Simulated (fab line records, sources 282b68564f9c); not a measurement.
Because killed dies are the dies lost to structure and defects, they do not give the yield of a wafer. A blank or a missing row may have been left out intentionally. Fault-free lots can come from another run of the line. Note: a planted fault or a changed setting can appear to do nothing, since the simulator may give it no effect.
Which tool was responsible?	flow rit-cmos	14 lots, 42 wafers sampled, at 5 steps of a route of 202

WHAT THE GAUGES SHOWED, per wafer
RIT_NWELL_TW_MEAS_10.
lot	measured	on	NWELL_TW
L132	day 2 04:22	film-metro-03	2147 2144 2157
L133	day 2 07:02	film-metro-01	2156 2142 2138
L134	day 2 13:23	film-metro-04	2175 2162 2163
L135	day 2 18:51	film-metro-01	2150 2145 2143
L137	day 3 05:16	film-metro-03	2154 2155 2157
L139	day 3 14:38	film-metro-04	2170 2173 2169
L140	day 3 18:34	film-metro-01	2135 2133 2142
L142	day 4 06:15	film-metro-01	2454 2442 2457
L143	day 4 10:13	film-metro-04	2472 2476 2474
L147	day 5 06:37	film-metro-03	2141 2140 2152
L148	day 5 13:02	film-metro-03	2140 2139 2145
L149	day 5 16:06	film-metro-03	2140 2141 2146
L150	day 5 21:04	film-metro-04	2154 2164 2157
L151	day 6 02:55	film-metro-03	2142 2132 2139

RIT_WELLDRIVE_RS_MEAS_01: measures by four-point-probe.
lot	measured	on	NWELL_RS (ohm/sq)
L132	day 2 11:05	film-metro-04	276.1 277.2 276.5
L133	day 2 14:34	film-metro-03	275.3 275.6 274.9
L134	day 2 20:08	film-metro-01	273.7 273.2 274.7
L135	day 3 01:40	film-metro-03	274.8 275.0 275.3
L137	day 3 11:59	film-metro-04	275.3 275.5 275.4
L139	day 3 22:07	film-metro-03	274.2 273.7 274.5
L140	day 4 01:27	film-metro-03	275.7 276.5 275.9
L142	day 4 13:05	film-metro-03	212.9 213.2 213.2
L143	day 4 18:11	film-metro-04	213.4 213.3 213.4
L147	day 5 13:56	film-metro-03	275.6 275.6 276.2
L148	day 5 20:05	film-metro-03	275.2 275.0 275.2
L149	day 5 23:45	film-metro-03	275.3 275.6 275.6
L150	day 6 04:49	film-metro-04	276.7 275.6 275.8
L151	day 6 10:56	film-metro-01	275.0 276.0 274.4

RIT_NRETRO_OVL_MEAS_06.
lot	measured	on	NRETRO_OVL (nm)
L132	day 2 12:20	overlay-01	0.1 0.6 -0.2
L133	day 2 15:49	overlay-02	0.2 1.4 3.6
L134	day 2 21:14	overlay-01	-0.1 2.6 1.0
L135	day 3 02:47	overlay-01	2.8 0.6 2.5
L137	day 3 13:04	overlay-01	1.3 0.7 0.0
L139	day 3 23:21	overlay-02	2.9 2.8 3.5
L140	day 4 02:32	overlay-02	4.7 2.9 1.7
L142	day 4 14:11	overlay-02	0.1 3.4 0.3
L143	day 4 19:34	overlay-02	3.4 1.9 2.7
L147	day 5 15:10	overlay-02	2.6 1.5 2.5
L148	day 5 21:19	overlay-01	2.3 -0.9 1.3
L149	day 6 01:11	overlay-02	2.7 -0.9 -0.7
L150	day 6 06:05	overlay-01	1.7 2.0 1.1
L151	day 6 12:10	overlay-01	0.5 1.6 2.2

TOOL THAT RAN EACH LOT (tool first, then ch and the chambers of the sampled wafers, then the start)
lot	RIT_NWELL_IMPLANT_08	RIT_PWELL_STRIP_09
L132	implanter-03 ch 0, day 2 04:04	plasma-asher-02 ch 0,1, day 2 05:44
L133	implanter-03 ch 0, day 2 06:44	plasma-asher-03 ch 0,1, day 2 09:03
L134	implanter-01 ch 0, day 2 13:04	plasma-asher-01 ch 0,1, day 2 14:47
L135	implanter-03 ch 0, day 2 18:31	plasma-asher-01 ch 0,1, day 2 20:21
L137	implanter-04 ch 0, day 3 04:58	plasma-asher-01 ch 0,1, day 3 06:41
L139	implanter-01 ch 0, day 3 14:19	plasma-asher-01 ch 0,1, day 3 16:08
L140	implanter-04 ch 0, day 3 18:17	plasma-asher-01 ch 0,1, day 3 19:59
L142	implanter-03 ch 0, day 4 05:56	plasma-asher-03 ch 0,1, day 4 07:44
L143	implanter-03 ch 0, day 4 09:55	plasma-asher-03 ch 0,1, day 4 11:37
L147	implanter-04 ch 0, day 5 06:20	plasma-asher-01 ch 0,1, day 5 08:10
L148	implanter-01 ch 0, day 5 12:44	plasma-asher-01 ch 0,1, day 5 14:34
L149	implanter-01 ch 0, day 5 15:49	plasma-asher-01 ch 0,1, day 5 17:48
L150	implanter-01 ch 0, day 5 20:46	plasma-asher-02 ch 0,1, day 5 22:59
L151	implanter-01 ch 0, day 6 02:36	plasma-asher-01 ch 0,1, day 6 04:17
- RIT_NWELL_IMPLANT_08
- RIT_PWELL_STRIP_09: strips in O2, time 180 s.

AS READ BY THE TOOLS THEMSELVES (means over the sampled wafers that have a number; for cases with no such wafer, the mark the record gives instead)
RIT_NWELL_IMPLANT_08.
lot	tool	dose-ions-cm2	faraday-current-uA
L132	implanter-03	5e+13	158
L133	implanter-03	5e+13	159
L134	implanter-01	5e+13	162
L135	implanter-03	5e+13	161
L137	implanter-04	5e+13	159
L139	implanter-01	5e+13	159
L140	implanter-04	5e+13	159
L142	implanter-03	8e+13	242
L143	implanter-03	8e+13	244
L147	implanter-04	5e+13	155
L148	implanter-01	5e+13	158
L149	implanter-01	5e+13	161
L150	implanter-01	5e+13	160
L151	implanter-01	5e+13	162

RIT_PWELL_STRIP_09.
lot	tool	drypump-motor-current-A (A)
L132	plasma-asher-02	5.7
L133	plasma-asher-03	6.2
L134	plasma-asher-01	5.6
L135	plasma-asher-01	5.4
L137	plasma-asher-01	5.6
L139	plasma-asher-01	5.4
L140	plasma-asher-01	5.4
L142	plasma-asher-03	6.2
L143	plasma-asher-03	6.2
L147	plasma-asher-01	5.5
L148	plasma-asher-01	5.6
L149	plasma-asher-01	5.6
L150	plasma-asher-02	5.7
L151	plasma-asher-01	5.4

THE ANSWER, worked out from the rows above alone
Rule: what is usual is taken from the lots themselves. The widest of any qualifying gaps counts: lots, ordered by their means at a reading, are off when they make up no more than a third of the lots, leave a main group of 4 or more, and stand apart from it by 3 or more times the standard deviation of that group's means. If all means in a main group match to the digits the tables above print for the reading, that group is not used. Also off: a lot with no number at a reading for which 4 or more lots have one. The other lots that the step has rows for count as sound. After the gauges, taken in route order, come the tools' own readings; for these a lot's mean is taken, as printed above. At the first step where some lot is off, the reading lying furthest off is the one used; lots without a number count as furthest.
Off: L142, L143, at RIT_NWELL_TW_MEAS_10 (NWELL_TW). Main group: mean 2150, sd 11.
A tool fits if, at a process step before that reading, it ran every lot that is off, and no sound lot after the first of them. Not tried: the gauges at RIT_NWELL_TW_MEAS_10; whatever is off there is also off at RIT_NWELL_IMPLANT_08, on other tools, and gauge error can't account for it. One fits: RIT_NWELL_IMPLANT_08 on implanter-03. A fault onset in the window from L135 (day 2 18:31, its last sound lot) to L142 (day 4 05:56, its first lot off) fits.
The tool's own readings at RIT_NWELL_IMPLANT_08 bear it out: on the lots that are off they differ by more than 5 times the standard deviation of the sound lots' means. dose-ions-cm2 reads 8e+13 there against 5e+13 on the sound lots; faraday-current-uA reads 243 there against 159 on the sound lots.

WHAT THE SIMULATOR HAD INSERTED
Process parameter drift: implanter-03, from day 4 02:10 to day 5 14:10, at RIT_NWELL_IMPLANT_08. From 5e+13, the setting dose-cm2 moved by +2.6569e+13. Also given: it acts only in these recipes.
Struck lots among those shown: L142, L143. Same finding as the rule above.
